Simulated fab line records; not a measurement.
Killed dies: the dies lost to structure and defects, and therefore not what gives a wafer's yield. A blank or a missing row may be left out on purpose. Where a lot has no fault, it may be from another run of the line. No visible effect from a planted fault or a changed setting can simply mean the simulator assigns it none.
Comparing a struck lot with a sound one :: flow berkeley_cmos170 :: 16 steps out of a route of 331
Sound: wafers L802.1, L802.3, L802.6. The struck wafers were L799.1, L799.2, L799.3. The cause is given at the end.
Per side, at each step with rows, come the tool, then ch with its chambers, and then its first start. Under that, the readings that differ: sound wafers :: struck wafers :: difference of the means :: sigmas: that difference in standard deviations of wafers without a fault.
alike: readings whose means differ by less than 2 such deviations, and words and numbers that are the same on both sides. not compared: withheld readings, readings that some wafer has no value for, bounds like >300 that may hide the same value, and numbers for which the record gives no deviation and whose values overlap.
A row with sigmas, a row that says differs or no value, or rows on one side alone: a step with any of these is where the two part. Non-overlapping numbers with no deviation appear without sigmas and do not part them. A reading missing from all wafers of one side parts the sides only when that side holds two or more wafers.

UCB170_V2_CMP_02: polishes SiO2.
  sound on cmp-01 ch 0,1,2, day 11 21:19; struck on cmp-01 ch 0,1,2, day 10 23:58
  alike: motor_current_A, slurry_filter_dp_kPa
UCB170_V2_BOW_MEAS_03:
  sound on film_metro-03, day 11 21:31; struck on film_metro-03, day 11 00:13
  alike: V2_BOW
UCB170_V2_THK_MEAS_04:
  sound on film_metro-03, day 11 21:38; struck on film_metro-03, day 11 00:20
  alike: V2_POLISHED_THK
then, 7 steps without rows for these wafers: UCB170_V2_CLEAN_05 (cleans in DIW); UCB170_V2_HMDS_06 (prime time 60 s); UCB170_V2_COAT_07 (resist thk 900 nm); UCB170_V2_SOFTBAKE_08 (time 60 s); UCB170_V2_EXPOSE_09 (exposes mask VIA2, target cd 700 nm); UCB170_V2_PEB_10; UCB170_V2_DEVELOP_11 (develop time 45 s).
UCB170_V2_CD_MEAS_12: the cd target is 700 nm.
  sound on cd_sem-01, day 11 22:50; struck on cd_sem-01, day 11 02:00
reading: cd_nm (nm)
sound: 702.8 702.1 704.0
struck: 698.4 698.6 699.9
difference: -4.0
sigmas: -3
UCB170_V2_OVL_MEAS_13:
  sound on overlay-01, day 11 22:58; struck on overlay-02, day 11 02:07
  alike: V2_OVL
UCB170_V2_ETCH_14: etches SiO2 in CHF3/CF4/Ar, stops on Al, target depth 1250 nm, time 291 s.
  sound on rie_diel-01 ch 0,2, day 11 23:00; struck on rie_diel-02 ch 0,1,3, day 11 02:09
reading: rf_fwd_power_W (W)
sound: 699.5 695.8 699.9
struck: 782.6 781.7 782.7
difference: +83.9
sigmas: +40

reading: model.KrF_of_V2_COAT_07.thk_nm (nm)
sound: 601.6 616.1 598.7
struck: 589.4 590.4 594.3
difference: -14.1
sigmas: 
  alike: drypump_motor_current_A, oes_product_au, throttle_valve_pct
  not compared: rf_hours_counter_h
UCB170_V2_STRIP_15: strips in O2.
  sound on plasma_asher-02 ch 0,1, day 11 23:10; struck on plasma_asher-04 ch 0,1, day 11 02:20
reading: strip_time_to_endpoint_s (s)
sound: 15.12 15.46 15.05
struck: 14.81 14.87 14.94
difference: -0.34
sigmas: -3
  alike: drypump_motor_current_A, oes_product_au
  not compared: rf_hours_counter_h
UCB170_V2_CD_MEAS_90: the cd target is 700 nm.
  sound on cd_sem-01, day 11 23:16; struck on cd_sem-01, day 11 02:26
  alike: cd_nm
UCB170_M3_PROBE_99:
  the record has rows for the sound wafers here (prober-02, day 12 02:26) and none for the struck ones

== WHERE THEY PART ==
At UCB170_V2_CD_MEAS_12 first; at UCB170_M3_PROBE_99 last (within this record only).

WHY: whatever the simulator had introduced
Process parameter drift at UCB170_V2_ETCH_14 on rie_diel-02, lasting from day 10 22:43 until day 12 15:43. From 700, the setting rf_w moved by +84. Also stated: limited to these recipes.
